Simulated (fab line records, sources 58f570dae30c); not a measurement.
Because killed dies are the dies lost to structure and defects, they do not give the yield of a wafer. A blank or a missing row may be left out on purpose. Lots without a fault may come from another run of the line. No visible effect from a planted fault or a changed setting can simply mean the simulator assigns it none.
fab line records    flow berkeley-cmos170    part 2 of 2: steps 25 to 33 of 33
[record] lots = 5  wafers = 15  last-day = 11
route steps=331 shown NSD@188 BACKSIDE@199 SDANNEAL@204 PSD@206 PLDD@208 NLDD@209 SILICIDE@210 CONTACT@216
lots that met no fault: from a run of the same line without faults
start-h: the number of hours between the record's first day and the start of the first shown wafer of the lot    wait-h: how many hours have passed since the lot's step before this one    " unchanged from the row above    L1.1+2: one row covering several wafers at once    - no value present, or no start provided    * or withheld: withheld    < > ~ a bound
route shown NAME@n: NAME is a module with steps in the file, n the number in the route of the first one    usual: the fault-free wafers' mean and standard deviation    same: alike in all rows    chamber/n: place in a boat    sites: per-site readings    _std_site: how widely they spread, as a standard deviation    _edge_site: inner sites' mean taken away from outer sites' mean    radius-mm: for every site, how far away it sits from the centre of the wafer    mask NAME#n: copy n    behind: the most recent tool/chamber to have shaped the wafer    hold: cause of the lot's hold/its duration in hours/its outcome    device: transistor that didn't switch, given as n, p or np    end of line: tests of these same wafers at the route's end    where a step has no rows: the recipe by itself    killed: at the first sort, the dies lost to defects and structure; wafer yield is something else    map: dies across one wafer; x = killed, . = not, _ = none there
set.NAME: the setting the step ran with; set.NAME@STEP: the setting that earlier step ran with    model.NAME: the simulator's own value behind a step, which no gauge read
lots seen at some steps along the route; tables by step, rows by wafer
services: the hour from which a tool's chamber was out of use, counted from the record's first day as start-h (under 0 if before that day), plus the number of hours and why
[[steps]]
[step UCB170_SILICIDE_RS_MEAS_02]
[recipe] thk-meas-gauge = four-point-probe  reads = Ti_of_SILICIDE_SPUTTER_01
[usual] SILICIDE_TI_RS = 26.0/0.31
lot.wafer  tool           chamber  start-h  wait-h  SILICIDE_TI_RS[ohm/sq]
L074.4     film-metro-01  -        135.43   0.1     26.5
L074.5     "              -        "        "       26.3
L074.6     "              -        "        "       26.5
L081.2     film-metro-03  -        176.67   0.0     26.3
L081.3     "              -        "        "       25.9
L081.4     "              -        "        "       25.8
L088.1     film-metro-02  -        217.17   0.0     25.9
L088.3     "              -        "        "       25.8
L088.6     "              -        "        "       25.7
L089.1     film-metro-03  -        217.25   0.0     25.9
L089.3     "              -        "        "       25.8
L089.5     "              -        "        "       25.7
L094.1     film-metro-01  -        233.26   0.0     26.0
L094.5     "              -        "        "       26.2
L094.6     "              -        "        "       26.1
[step UCB170_SILICIDE_THK_MEAS_03]
[recipe] thk-meas-gauge = xrf  reads = Ti_of_SILICIDE_SPUTTER_01
[usual] SILICIDE_TI_THK = 29.7/0.36
lot.wafer  tool           chamber  start-h  wait-h  SILICIDE_TI_THK[nm]
L074.4     film-metro-01  -        135.52   0.1     29.1
L074.5     "              -        "        "       29.3
L074.6     "              -        "        "       29.1
L081.2     film-metro-03  -        176.78   0.1     29.8
L081.3     "              -        "        "       30.2
L081.4     "              -        "        "       30.2
L088.1     film-metro-02  -        217.29   0.1     29.9
L088.3     "              -        "        "       30.1
L088.6     "              -        "        "       30.0
L089.1     film-metro-03  -        217.37   0.1     29.9
L089.3     "              -        "        "       29.9
L089.5     "              -        "        "       30.3
L094.1     film-metro-01  -        233.38   0.1     29.5
L094.5     "              -        "        "       29.3
L094.6     "              -        "        "       29.4
[step UCB170_SILICIDE_RTA_04]
[recipe] temp-c = 650  time-s = 15  ambient = N2
[usual] lamp-power-pct = 10.3/0.48  wafer_temp_C_max = 652.6/0.64
[same] time-s = 15
lot.wafer  tool           chamber  start-h  wait-h  lamp-power-pct  wafer_temp_C_max
L074.4     rtp-anneal-02  0        135.59   0.1     10.7            653.5
L074.5     "              0        "        "       10.7            652.7
L074.6     "              0        "        "       10.7            653.3
L081.2     rtp-anneal-02  0        176.84   0.1     10.7            652.9
L081.3     "              0        "        "       10.7            652.4
L081.4     "              0        "        "       10.7            652.1
L088.1     rtp-anneal-02  0        217.35   0.1     10.7            653.5
L088.3     "              0        "        "       10.7            654.3
L088.6     "              0        "        "       10.7            653.4
L089.1     rtp-anneal-01  0        217.43   0.1     9.7             651.9
L089.3     "              0        "        "       9.8             651.9
L089.5     "              0        "        "       9.7             651.9
L094.1     rtp-anneal-01  0        233.44   0.1     9.8             651.9
L094.5     "              0        "        "       9.8             651.9
L094.6     "              0        "        "       9.8             651.1
[step UCB170_SILICIDE_WET_ETCH_05]
[recipe] chemistry = SPM  time-s = 45  temp-c = 120  target = Ti
[usual] bath-guard-temp-C = 119.9/0.45
[same] time-s = 45
lot.wafer  tool          chamber  start-h  wait-h  bath-guard-temp-C
L074.4     wet-bench-04  3        135.63   0.0     119.5
L074.5     "             3        "        "       119.3
L074.6     "             3        "        "       119.3
L081.2     wet-bench-04  3        176.90   0.1     119.2
L081.3     "             3        "        "       119.2
L081.4     "             3        "        "       119.3
L088.1     wet-bench-01  0        217.42   0.1     119.5
L088.3     "             0        "        "       119.7
L088.6     "             0        "        "       119.5
L089.1     wet-bench-01  1        217.50   0.1     120.1
L089.3     "             1        "        "       119.6
L089.5     "             1        "        "       119.6
L094.1     wet-bench-01  2        233.59   0.1     120.0
L094.5     "             2        "        "       120.0
L094.6     "             2        "        "       120.2
[step UCB170_CONTACT_CLEAN_00]
[recipe] chemistry = SPM  temp-c = 120  time-s = 600
[usual] bath-guard-temp-C = 119.8/0.5
[same] time-s = 600
lot.wafer  tool          chamber  start-h  wait-h  bath-guard-temp-C
L074.4     wet-bench-04  3        135.65   0.0     119.3
L074.5     "             3        "        "       119.5
L074.6     "             3        "        "       119.2
L081.2     wet-bench-04  0        176.92   0.0     120.3
L081.3     "             0        "        "       120.5
L081.4     "             0        "        "       120.7
L088.1     wet-bench-04  3        217.44   0.0     119.2
L088.3     "             3        "        "       118.8
L088.6     "             3        "        "       119.4
L089.1     wet-bench-01  0        217.53   0.0     119.7
L089.3     "             0        "        "       119.1
L089.5     "             0        "        "       119.4
L094.1     wet-bench-01  2        233.61   0.0     120.1
L094.5     "             2        "        "       119.6
L094.6     "             2        "        "       120.0
[step UCB170_CONTACT_CVD_01]
[recipe] material = PSG  target-thk-nm = 700  temp-c = 450  precursor = SiH4/O2/PH3  time-s = 2820  pressure-mtorr = 300  sih4-flow-sccm = 60  o2-flow-sccm = 90  ph3-flow-sccm = 25
[usual] ph3-flow-sccm = 24.99/0.068  spike-tc-source-C = 466.0/1.2
[same] time-s = 2820
lot.wafer  tool      chamber  start-h  wait-h  ph3-flow-sccm  spike-tc-source-C
L074.4     lpcvd-02  1        135.82   0.0     25.07          466.8
L074.5     "         1        "        "       25.03          465.6
L074.6     "         1        "        "       25.09          465.8
L081.2     lpcvd-02  1        177.98   0.9     25.00          465.2
L081.3     "         1        "        "       25.04          465.0
L081.4     "         1        "        "       25.02          464.9
L088.1     lpcvd-02  0        218.75   1.1     24.91          466.7
L088.3     "         0        "        "       24.97          466.8
L088.6     "         0        "        "       24.99          466.2
L089.1     lpcvd-02  0        218.75   1.0     24.93          467.8
L089.3     "         0        "        "       24.97          466.1
L089.5     "         0        "        "       25.02          466.8
L094.1     lpcvd-02  0        234.02   0.2     25.08          465.6
L094.5     "         0        "        "       24.97          469.1
L094.6     "         0        "        "       25.01          465.9
[step UCB170_CONTACT_THK_MEAS_02]
[recipe] reads = PSG_of_CONTACT_CVD_01
[usual] CONTACT_PSG_THK = 700/7
lot.wafer  tool           chamber  start-h  wait-h  CONTACT_PSG_THK[nm]
L074.4     film-metro-03  -        137.64   0.0     687
L074.5     "              -        "        "       685
L074.6     "              -        "        "       689
L081.2     film-metro-02  -        179.77   0.0     692
L081.3     "              -        "        "       685
L081.4     "              -        "        "       691
L088.1     film-metro-04  -        220.53   0.0     707
L088.3     "              -        "        "       707
L088.6     "              -        "        "       709
L089.1     film-metro-03  -        220.53   0.0     703
L089.3     "              -        "        "       698
L089.5     "              -        "        "       696
L094.1     film-metro-02  -        235.80   0.0     698
L094.5     "              -        "        "       695
L094.6     "              -        "        "       701
[step UCB170_CONTACT_HMDS_03]
[recipe] prime-time-s = 60  prime-temp-c = 100
[usual] chill-plate-temp-C = 23.00/0.11
lot.wafer  tool            chamber  start-h  wait-h  chill-plate-temp-C
L074.4     litho-track-01  0        137.85   0.2     22.77
L074.5     "               0        "        "       22.64
L074.6     "               0        "        "       22.89
L081.2     litho-track-04  0        180.05   0.3     22.96
L081.3     "               0        "        "       23.10
L081.4     "               0        "        "       23.01
L089.1     litho-track-04  0        220.77   0.2     23.14
L089.3     "               0        "        "       23.12
L089.5     "               0        "        "       23.03
L088.1     litho-track-02  0        220.83   0.3     23.12
L088.3     "               0        "        "       22.99
L088.6     "               0        "        "       22.99
L094.1     litho-track-01  0        236.40   0.6     22.97
L094.5     "               0        "        "       22.91
L094.6     "               0        "        "       23.06
[step UCB170_CONTACT_COAT_04]
[recipe] resist = KrF  spin-rpm = 1500  resist-thk-nm = 900
[usual] chill-plate-temp-C = 22.99/0.11
lot.wafer  tool            chamber  start-h  wait-h  chill-plate-temp-C
L074.4     litho-track-01  0        138.00   0.1     22.83
L074.5     "               0        "        "       22.86
L074.6     "               0        "        "       22.91
L081.2     litho-track-04  0        180.20   0.1     23.01
L081.3     "               0        "        "       22.98
L081.4     "               0        "        "       22.95
L089.1     litho-track-04  0        220.92   0.1     23.11
L089.3     "               0        "        "       23.13
L089.5     "               0        "        "       23.05
L088.1     litho-track-02  0        220.98   0.1     23.01
L088.3     "               0        "        "       23.11
L088.6     "               0        "        "       22.94
L094.1     litho-track-01  0        236.55   0.1     23.03
L094.5     "               0        "        "       23.07
L094.6     "               0        "        "       23.07
[[services]]
tool             chamber  start-h  hours  kind
krf-scanner-02   -        108.36   0.8    pm
lpcvd-02         -        113.69   0.7    repair
wet-bench-04     -        124.23   1.8    repair
krf-scanner-02   -        126.03   0.8    pm
implanter-04     -        133.16   4.0    repair
rtp-anneal-02    -        155.86   5.2    pm
pvd-sputter-04   -        178.49   1.6    repair
krf-scanner-01   -        178.82   1.3    pm
pvd-sputter-04   -        186.58   9.5    repair
plasma-asher-03  -        190.59   2.2    repair
implanter-01     -        190.81   8.7    pm
krf-scanner-02   -        195.30   1.0    pm
krf-scanner-01   -        197.22   2.2    repair
krf-scanner-01   -        199.44   0.8    pm
pvd-sputter-03   3        204.91   -      consumable-replace:kit
pvd-sputter-03   3        204.91   18.0   scheduled-down
krf-scanner-02   -        207.50   0.2    repair
rtp-anneal-02    -        208.41   3.5    pm
plasma-asher-04  -        208.72   2.0    repair
implanter-01     -        209.54   3.0    repair
pvd-sputter-01   -        212.75   3.4    repair
plasma-asher-03  -        216.96   1.2    repair
krf-scanner-02   -        222.53   1.3    pm
krf-scanner-01   -        228.88   4.0    pm
